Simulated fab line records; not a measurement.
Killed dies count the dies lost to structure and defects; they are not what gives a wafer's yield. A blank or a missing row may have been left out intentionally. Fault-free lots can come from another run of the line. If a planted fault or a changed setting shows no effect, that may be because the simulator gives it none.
Matching of chambers / flow berkeley-cmos170 / cmp-02 running UCB170_V2_CMP_02: 4 sister chambers
The step polishes SiO2. 16 wafers are shown with their chamber, then 8 later ones without.

== EACH WAFER AND ITS CHAMBER ==
wafer=L647.1; chamber=0; motor-current-A (A)=16.5; platen-rpm (rpm)=59.98
wafer=L647.3; chamber=1; motor-current-A (A)=16.0; platen-rpm (rpm)=60.00
wafer=L647.6; chamber=2; motor-current-A (A)=17.5; platen-rpm (rpm)=60.01
wafer=L648.2; chamber=3; motor-current-A (A)=15.2; platen-rpm (rpm)=60.00
wafer=L648.4; chamber=1; motor-current-A (A)=16.1; platen-rpm (rpm)=60.00
wafer=L648.6; chamber=2; motor-current-A (A)=18.2; platen-rpm (rpm)=60.02
wafer=L650.2; chamber=0; motor-current-A (A)=15.2; platen-rpm (rpm)=59.94
wafer=L650.4; chamber=2; motor-current-A (A)=17.6; platen-rpm (rpm)=60.04
wafer=L650.5; chamber=2; motor-current-A (A)=17.5; platen-rpm (rpm)=60.00
wafer=L661.1; chamber=0; motor-current-A (A)=14.9; platen-rpm (rpm)=60.10
wafer=L661.5; chamber=2; motor-current-A (A)=17.5; platen-rpm (rpm)=60.01
wafer=L661.6; chamber=3; motor-current-A (A)=16.8; platen-rpm (rpm)=60.04
wafer=L662.2; chamber=3; motor-current-A (A)=15.2; platen-rpm (rpm)=60.01
wafer=L662.3; chamber=2; motor-current-A (A)=18.3; platen-rpm (rpm)=60.00
wafer=L662.4; chamber=1; motor-current-A (A)=14.9; platen-rpm (rpm)=59.99
wafer=L667.1; chamber=3; motor-current-A (A)=15.2; platen-rpm (rpm)=59.97

SIGNATURES, as means of the wafers listed above
reading=motor-current-A; chamber 0=15.533; chamber 1=15.667; chamber 2=17.767; chamber 3=15.600; scatter within a chamber=0.643
reading=platen-rpm; chamber 0=60.0067; chamber 1=59.9967; chamber 2=60.0133; chamber 3=60.0050; scatter within a chamber=0.0383
Rule: for a wafer and a chamber, the distance is found by dividing, reading by reading, the gap between the wafer's reading and the chamber's mean by the reading's scatter, squaring, summing and taking the root. If the next closest chamber is less than 2 further off than the closest, the wafer can't be placed; otherwise it belongs to the closest. How the scatter is found: for the shown wafers, subtract from each reading the mean of its chamber, square and add these, divide the total by (wafers less chambers), then take the root.

== WAFERS MISSING THEIR CHAMBER ==
wafer=L667.4; motor-current-A (A)=15.8; platen-rpm (rpm)=59.94
wafer=L667.5; motor-current-A (A)=15.4; platen-rpm (rpm)=59.96
wafer=L666.1; motor-current-A (A)=14.7; platen-rpm (rpm)=60.02
wafer=L666.2; motor-current-A (A)=16.0; platen-rpm (rpm)=60.05
wafer=L666.4; motor-current-A (A)=14.8; platen-rpm (rpm)=59.99
wafer=L669.1; motor-current-A (A)=17.5; platen-rpm (rpm)=60.01
wafer=L669.4; motor-current-A (A)=16.0; platen-rpm (rpm)=60.03
wafer=L669.5; motor-current-A (A)=14.9; platen-rpm (rpm)=59.95

== EACH ONE'S CHAMBER ==
wafer=L667.4; from the rows above=can't be placed: 1 or 3 or 0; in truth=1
wafer=L667.5; from the rows above=can't be placed: 1 or 3 or 0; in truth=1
wafer=L666.1; from the rows above=can't be placed: 0 or 3 or 1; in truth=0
wafer=L666.2; from the rows above=can't be placed: 3 or 0 or 1 or 2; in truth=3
wafer=L666.4; from the rows above=can't be placed: 0 or 3 or 1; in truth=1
wafer=L669.1; from the rows above=2; in truth=2
wafer=L669.4; from the rows above=can't be placed: 3 or 0 or 1 or 2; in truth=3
wafer=L669.5; from the rows above=can't be placed: 1 or 0 or 3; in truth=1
Placed correctly: 1 of 8. From these rows, 7 cannot be placed; in 7 the true chamber is one of the candidates. Placed wrongly: 0.
